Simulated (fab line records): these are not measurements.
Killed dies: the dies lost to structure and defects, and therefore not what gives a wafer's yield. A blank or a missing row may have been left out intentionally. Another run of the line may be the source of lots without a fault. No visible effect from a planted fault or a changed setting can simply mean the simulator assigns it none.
Which of the tools did it? | flow berkeleyCmos170 | 45 wafers from 15 lots sampled at 3 of the route's 331 steps

## WHAT THE GAUGES SHOWED, per wafer
UCB170_SILICIDE_RS_MEAS_02: uses a four-point probe to measure.
lot  | measured     | on           | SILICIDE_TI_RS (ohm/sq)
L619 | day 8 08:46  | filmMetro-03 | 26.4 26.3 25.9
L620 | day 8 08:35  | filmMetro-02 | 25.9 25.9 25.9
L621 | day 8 09:11  | filmMetro-03 | 26.1 25.8 25.6
L622 | day 8 13:46  | filmMetro-01 | 25.3 25.8 25.5
L624 | day 9 08:43  | filmMetro-02 | 11.9 11.9 11.9
L623 | day 9 09:19  | filmMetro-03 | 26.3 26.3 26.4
L625 | day 9 14:59  | filmMetro-02 | 11.8 11.7 11.7
L633 | day 10 23:42 | filmMetro-03 | 26.5 26.3 26.0
L631 | day 11 00:11 | filmMetro-02 | 11.9 12.0 11.9
L632 | day 11 00:06 | filmMetro-03 | 26.8 26.5 26.3
L636 | day 12 01:07 | filmMetro-02 | 26.9 26.7 26.8
L638 | day 12 01:37 | filmMetro-02 | 26.0 26.3 25.9
L640 | day 12 02:04 | filmMetro-03 | 26.7 26.0 26.2
L641 | day 12 08:40 | filmMetro-02 | 26.4 26.3 26.3
L637 | day 12 08:53 | filmMetro-02 | 25.5 25.7 25.7

UCB170_SILICIDE_THK_MEAS_03: measures by xrf.
lot  | measured     | on           | SILICIDE_TI_THK (nm)
L619 | day 8 08:53  | filmMetro-03 | 29.7 29.9 30.0
L620 | day 8 08:43  | filmMetro-02 | 30.0 29.8 29.9
L621 | day 8 09:17  | filmMetro-03 | 29.8 30.1 30.3
L622 | day 8 13:52  | filmMetro-01 | 30.4 30.0 30.1
L624 | day 9 08:50  | filmMetro-02 | 59.1 59.2 59.2
L623 | day 9 09:26  | filmMetro-03 | 29.4 29.5 29.4
L625 | day 9 15:05  | filmMetro-02 | 59.7 59.7 60.0
L633 | day 10 23:49 | filmMetro-03 | 29.5 29.7 29.9
L631 | day 11 00:18 | filmMetro-02 | 59.7 59.3 59.3
L632 | day 11 00:13 | filmMetro-03 | 29.2 29.5 29.7
L636 | day 12 01:14 | filmMetro-02 | 29.1 29.3 29.3
L638 | day 12 01:43 | filmMetro-02 | 30.1 29.6 30.1
L640 | day 12 02:11 | filmMetro-03 | 29.2 29.8 29.7
L641 | day 12 08:47 | filmMetro-02 | 29.7 29.7 29.8
L637 | day 12 08:59 | filmMetro-02 | 30.5 30.2 30.5

## WHAT TOOL EACH LOT RAN ON (gives the tool, then ch and the chambers of the sampled wafers, and finally the start)
lot  | UCB170_SILICIDE_SPUTTER_01
L619 | pvdSputter-02, day 8 08:34
L620 | pvdSputter-04, day 8 08:34
L621 | pvdSputter-04, day 8 09:07
L622 | pvdSputter-03, day 8 13:43
L624 | pvdSputter-03, day 9 08:30
L623 | pvdSputter-04, day 9 09:16
L625 | pvdSputter-03, day 9 14:44
L633 | pvdSputter-02, day 10 23:40
L631 | pvdSputter-04, day 10 23:56
L632 | pvdSputter-03, day 11 00:04
L636 | pvdSputter-03, day 12 01:04
L638 | pvdSputter-02, day 12 01:32
L640 | pvdSputter-03, day 12 02:02
L641 | pvdSputter-03, day 12 08:38
L637 | pvdSputter-02, day 12 08:49
- UCB170_SILICIDE_SPUTTER_01: material Ti, target thk 30 nm, time 25 s.

## WHAT THE TOOLS THEMSELVES READ (means of the sampled wafers that have a number; where no wafer has one, the mark that the record gives instead)
UCB170_SILICIDE_SPUTTER_01.
lot  | tool          | chamberPressurePa (Pa) | throttleValvePct (%)
L619 | pvdSputter-02 | 0.5003                 | 30.1
L620 | pvdSputter-04 | 0.5011                 | 29.5
L621 | pvdSputter-04 | 0.4991                 | 30.1
L622 | pvdSputter-03 | 0.5007                 | 29.0
L624 | pvdSputter-03 | 0.4998                 | 29.7
L623 | pvdSputter-04 | 0.4988                 | 29.9
L625 | pvdSputter-03 | 0.4999                 | 31.0
L633 | pvdSputter-02 | 0.4993                 | 30.3
L631 | pvdSputter-04 | 0.4999                 | 30.2
L632 | pvdSputter-03 | 0.4993                 | 30.2
L636 | pvdSputter-03 | 0.5000                 | 30.9
L638 | pvdSputter-02 | 0.4989                 | 29.6
L640 | pvdSputter-03 | 0.4988                 | 29.4
L641 | pvdSputter-03 | 0.5008                 | 29.7
L637 | pvdSputter-02 | 0.4995                 | 29.9

## THE ANSWER, worked out from the rows above alone
Rule: the lots themselves supply what counts as usual. Put in order of their means at a reading, lots are off if they are a third of the lots or fewer, leave a main group of 4 or more, and stand apart from it by a gap of 3 or more times the standard deviation of the main group's means; of several such gaps the widest counts. A main group is skipped when, at the precision printed for the reading in the tables above, its means are all equal. A lot without any number at a reading at which 4 lots or more have one is off too. Any other lot the step has rows for is counted as sound. After the gauges, taken in route order, come the tools' own readings; for these a lot's mean is taken, as printed above. The first step at which some lot is off is used, and at that step the reading that is off furthest; a lot without a number counts as furthest.
Off: at UCB170_SILICIDE_RS_MEAS_02 (SILICIDE_TI_RS), L624, L625, L631. The main group: mean 26.1 ohm/sq, standard deviation 0.35.
If a tool, at a process step before that reading, ran all the lots that are off and no sound lot after the first of them, it fits. Those tools and the gauges at UCB170_SILICIDE_RS_MEAS_02 are tried in the same way. No candidate that was tried fits.

## WHAT THE SIMULATOR HAD PUT IN
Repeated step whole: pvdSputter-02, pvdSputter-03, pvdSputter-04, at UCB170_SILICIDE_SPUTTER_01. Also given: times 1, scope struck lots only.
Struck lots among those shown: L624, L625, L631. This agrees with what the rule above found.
